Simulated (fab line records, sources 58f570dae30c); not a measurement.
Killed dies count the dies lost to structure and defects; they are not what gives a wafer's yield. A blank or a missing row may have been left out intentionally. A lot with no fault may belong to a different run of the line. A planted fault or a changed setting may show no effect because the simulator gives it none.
fab line records    flow berkeley_cmos170    part 2 of 2: steps 34 to 44 of 44
[record] lots = 5  wafers = 15  last_day = 11
route steps=331 shown ACTIVE@77 PFIELD@79 FIELD@89 SACOX@97 SCREENOX@100 NVT@104 PVT@115
lots with no fault: from the same line, run without faults
start_h: hours from the record's first day to the start of the lot's first wafer shown    wait_h: time in hours since the lot's previous step    " as in the row above    L1.1+2: a row that stands for several wafers    - either no value or no given start    * or withheld: withheld    < > ~ a bound
route shown NAME@n: a module of which the file shows steps, and the number in the route of the first    usual: mean/standard deviation taken from wafers without a fault    same: alike in all rows    chamber/n: place in a boat    sites: readings site by site    _std_site: standard deviation across them    _edge_site: mean of outer sites minus mean of inner sites    radius_mm: for every site, how far away it sits from the centre of the wafer    mask NAME#n: copy n    behind: the tool/chamber that last shaped the wafer    hold: what put the lot on hold/how long, in hours/how the hold closed    device: the n, p or np transistor that did not switch    end of line: the tests these same wafers got at the end of their route    a step without rows: its recipe alone    killed: at the first sort, the dies lost to defects and structure; wafer yield is something else    map: per-die view of a wafer (x killed, . not killed, _ where there is no die)
set.NAME: the setting the step ran with; set.NAME@STEP: the setting that earlier step ran with    model.NAME: the simulator's own value behind a step, which no gauge read
a table for each step, a row for each wafer; lots at some steps of the route
services: when a tool's chamber went out of use (start_h, in hours from the record's first day, below 0 if earlier), for how many hours, and the reason
[[steps]]
[step UCB170_NVT_OVL_MEAS_06]
[usual] NVT_OVL = -5/5.3
lot.wafer  tool        chamber  start_h  wait_h  NVT_OVL[nm]
L075.2     overlay-02  -        118.11   -       -9
L075.4     "           -        "        "       -5
L075.5     "           -        "        "       -3
L076.1     overlay-02  -        124.11   -       -2
L076.3     "           -        "        "       2
L076.4     "           -        "        "       -5
L091.1     overlay-01  -        194.51   -       -12
L091.2     "           -        "        "       -7
L091.5     "           -        "        "       -13
L094.1     overlay-02  -        204.02   -       1
L094.2     "           -        "        "       -5
L094.3     "           -        "        "       -8
L095.1     overlay-01  -        214.54   -       -12
L095.3     "           -        "        "       -13
L095.6     "           -        "        "       -10
[step UCB170_NVT_IMPLANT_07]
[recipe] species = BF2  dose_cm2 = 3e+12  energy_kev = 50  tilt_deg = 7
[usual] dose_ions_cm2 = 3e+12/3.3e+09  faraday_current_uA = 9.51/0.19
lot.wafer  tool          chamber  start_h  wait_h  dose_ions_cm2  faraday_current_uA
L075.2     implanter-01  0        118.16   0.0     3.002e+12      9.71
L075.4     "             0        "        "       3.006e+12      9.33
L075.5     "             0        "        "       2.997e+12      9.29
L076.1     implanter-03  0        124.15   0.0     3.003e+12      9.48
L076.3     "             0        "        "       3.006e+12      9.09
L076.4     "             0        "        "       3.002e+12      9.46
L091.1     implanter-01  0        194.55   0.0     2.997e+12      9.54
L091.2     "             0        "        "       3e+12          9.58
L091.5     "             0        "        "       2.996e+12      9.38
L094.1     implanter-01  0        204.05   0.0     2.996e+12      9.46
L094.2     "             0        "        "       2.996e+12      9.49
L094.3     "             0        "        "       3.001e+12      9.65
L095.1     implanter-01  0        214.58   0.0     2.993e+12      9.96
L095.3     "             0        "        "       2.999e+12      9.74
L095.6     "             0        "        "       2.998e+12      9.59
[step UCB170_NVT_STRIP_08]
[recipe] chemistry = O2  power_w = 400  pressure_mtorr = 3500  platen_temp_c = withheld  o2_flow_sccm = 400  overash_fraction = 0.5
[usual] drypump_motor_current_A = 5.41/0.24  oes_product_au = 0.734/0.0045  strip_time_to_endpoint_s = 21.64/0.062
lot.wafer  tool             chamber  start_h  wait_h  drypump_motor_current_A  oes_product_au  rf_hours_counter_h  strip_time_to_endpoint_s
L075.2     plasma_asher-01  0        118.29   0.1     5.17                     0.728           42                  21.65
L075.4     "                1        "        "       5.54                     0.745           -                   21.65
L075.5     "                1        "        "       5.55                     0.729           -                   21.66
L076.1     plasma_asher-02  1        124.30   0.1     4.97                     0.735           32                  21.63
L076.3     "                0        "        "       5.73                     0.731           -                   21.61
L076.4     "                1        "        "       4.98                     0.739           -                   21.63
L091.1     plasma_asher-03  1        194.70   0.1     5.48                     0.735           49                  21.57
L091.2     "                0        "        "       5.62                     0.729           49                  21.65
L091.5     "                0        "        "       5.62                     0.732           -                   21.62
L094.1     plasma_asher-01  1        204.20   0.1     5.56                     0.734           53                  21.67
L094.2     "                0        "        "       5.15                     0.737           53                  21.65
L094.3     "                1        "        "       5.55                     0.731           -                   21.72
L095.1     plasma_asher-03  0        214.73   0.1     5.62                     0.736           51                  21.64
L095.3     "                1        "        "       5.48                     0.738           -                   21.66
L095.6     "                1        "        "       5.49                     0.733           -                   21.60
[step UCB170_NVT_TW_MEAS_09]
[usual] NVT_TW = 527/3.2
lot.wafer  tool           chamber  start_h  wait_h  NVT_TW
L075.2     film_metro-02  -        118.40   0.1     520
L075.4     "              -        "        "       523
L075.5     "              -        "        "       521
L076.1     film_metro-02  -        124.40   0.1     522
L076.3     "              -        "        "       522
L076.4     "              -        "        "       521
L091.1     film_metro-02  -        194.80   0.1     523
L091.2     "              -        "        "       526
L091.5     "              -        "        "       526
L094.1     film_metro-02  -        204.30   0.1     522
L094.2     "              -        "        "       526
L094.3     "              -        "        "       525
L095.1     film_metro-03  -        214.83   0.1     529
L095.3     "              -        "        "       528
L095.6     "              -        "        "       533
[step UCB170_NVT_CLEAN_10]
[recipe] chemistry = SPM  temp_c = 120  time_s = 600
[usual] temp_c = 119.98/0.15
lot.wafer  tool          chamber  start_h  wait_h  temp_c
L075.2     wet_bench-01  3        119.43   1.0     119.97
L075.4     "             3        "        "       120.04
L075.5     "             3        "        "       119.87
L076.1     wet_bench-03  0        124.46   0.1     120.16
L076.3     "             0        "        "       119.75
L076.4     "             0        "        "       119.94
L091.1     wet_bench-03  0        194.86   0.1     120.13
L091.2     "             0        "        "       119.77
L091.5     "             0        "        "       119.96
L094.1     wet_bench-02  2        204.39   0.1     120.00
L094.2     "             2        "        "       120.06
L094.3     "             2        "        "       120.19
L095.1     wet_bench-01  2        218.30   3.5     120.20
L095.3     "             2        "        "       120.03
L095.6     "             2        "        "       120.03
[step UCB170_PVT_HMDS_00]
[recipe] prime_time_s = 60  prime_temp_c = 100
lot.wafer   tool            chamber  start_h  wait_h
L075.2+4+5  litho_track-03  0        120.22   0.0
L076.1+3+4  litho_track-04  0        124.94   0.3
L091.1+2+5  litho_track-03  0        195.27   0.2
L094.1+2+3  litho_track-04  0        204.61   0.0
L095.1+3+6  litho_track-03  0        218.48   0.0
[step UCB170_PVT_COAT_01]
[recipe] resist = KrF  spin_rpm = 1500  resist_thk_nm = 907.5
[usual] spin_speed_rpm = 1500.0/0.98
lot.wafer  tool            chamber  start_h  wait_h  spin_speed_rpm
L075.2     litho_track-03  0        120.37   0.1     1501.4
L075.4     "               0        "        "       1500.6
L075.5     "               0        "        "       1501.0
L076.1     litho_track-04  0        125.09   0.1     1499.7
L076.3     "               0        "        "       1498.4
L076.4     "               0        "        "       1499.8
L091.1     litho_track-03  0        195.42   0.1     1499.0
L091.2     "               0        "        "       1499.6
L091.5     "               0        "        "       1498.5
L094.1     litho_track-04  0        204.76   0.1     1501.4
L094.2     "               0        "        "       1500.1
L094.3     "               0        "        "       1497.1
L095.1     litho_track-03  0        218.63   0.1     1500.0
L095.3     "               0        "        "       1499.2
L095.6     "               0        "        "       1500.4
[step UCB170_PVT_SOFTBAKE_02]
[recipe] resist = KrF  temp_c = 130  time_s = 60
lot.wafer   tool            chamber  start_h  wait_h
L075.2+4+5  litho_track-03  0        120.52   0.1
L076.1+3+4  litho_track-04  0        125.24   0.1
L091.1+2+5  litho_track-03  0        195.57   0.1
L094.1+2+3  litho_track-04  0        204.91   0.1
L095.1+3+6  litho_track-03  0        218.78   0.1
[step UCB170_PVT_EXPOSE_03]
[recipe] mask_id = NWELL  target_cd_nm = 3000  na = 0.5  sigma_outer = 0.6  source_shape = conventional  dose_mj = 30
lot.wafer   tool            chamber  start_h  wait_h  mask
L075.2+4+5  krf_scanner-02  0        120.79   0.2     NWELL#0
L076.1+3+4  krf_scanner-01  0        125.51   0.2     NWELL#0
L091.1+2+5  krf_scanner-01  0        195.85   0.2     NWELL#0
L094.1+2+3  krf_scanner-02  0        205.14   0.2     NWELL#0
L095.1+3+6  krf_scanner-02  0        218.93   0.1     NWELL#0
[step UCB170_PVT_PEB_04]
[recipe] peb_temp_c = 130  peb_time_s = withheld  resist = KrF
lot.wafer   tool            chamber  start_h  wait_h
L075.2+4+5  litho_track-02  0        120.91   0.1
L076.1+3+4  litho_track-03  0        125.94   0.4
L091.1+2+5  litho_track-03  0        196.00   0.1
L094.1+2+3  litho_track-02  0        205.25   0.1
L095.1+3+6  litho_track-03  0        219.04   0.1
[step UCB170_PVT_DEVELOP_05]
[recipe] developer = TMAH  develop_time_s = 45  resist = KrF  dev_temp_c = 21
[usual] developer_temp_C = 21.00/0.11
lot.wafer  tool            chamber  start_h  wait_h  developer_temp_C
L075.2     litho_track-02  0        -        -       20.83
L075.4     "               0        "        "       21.09
L075.5     "               0        "        "       20.94
L076.1     litho_track-03  0        -        -       20.94
L076.3     "               0        "        "       21.00
L076.4     "               0        "        "       20.99
L091.1     litho_track-03  0        -        -       21.23
L091.2     "               0        "        "       21.04
L091.5     "               0        "        "       21.14
L094.1     litho_track-02  0        -        -       21.10
L094.2     "               0        "        "       21.06
L094.3     "               0        "        "       21.13
L095.1     litho_track-03  0        -        -       20.82
L095.3     "               0        "        "       20.95
L095.6     "               0        "        "       20.67
[[services]]
tool            chamber  start_h  hours  kind
krf_scanner-01  -        68.17    0.4    repair
krf_scanner-01  -        69.12    4.4    pm
furnace-03      -        71.86    9.9    repair
krf_scanner-01  -        76.91    11.5   repair
furnace-04      -        86.90    4.6    pm
krf_scanner-02  -        88.47    0.8    pm
krf_scanner-02  -        89.22    3.6    pm
furnace-01      -        92.33    3.3    pm
krf_scanner-02  -        107.66   0.5    repair
furnace-03      -        113.06   3.0    pm
krf_scanner-01  -        121.49   1.3    pm
implanter-01    -        122.49   2.9    pm
wet_bench-04    -        126.69   1.9    pm
krf_scanner-02  -        133.37   1.3    pm
furnace-03      -        133.86   3.8    pm
krf_scanner-01  -        139.27   4.0    pm
krf_scanner-01  -        145.38   4.0    repair
furnace-02      -        150.54   2.8    pm
implanter-01    -        153.16   1.8    repair
krf_scanner-01  -        160.16   1.0    pm
furnace-02      -        178.97   2.6    pm
krf_scanner-02  -        191.19   1.0    pm
krf_scanner-02  -        208.65   4.4    pm
krf_scanner-01  -        213.05   0.8    pm
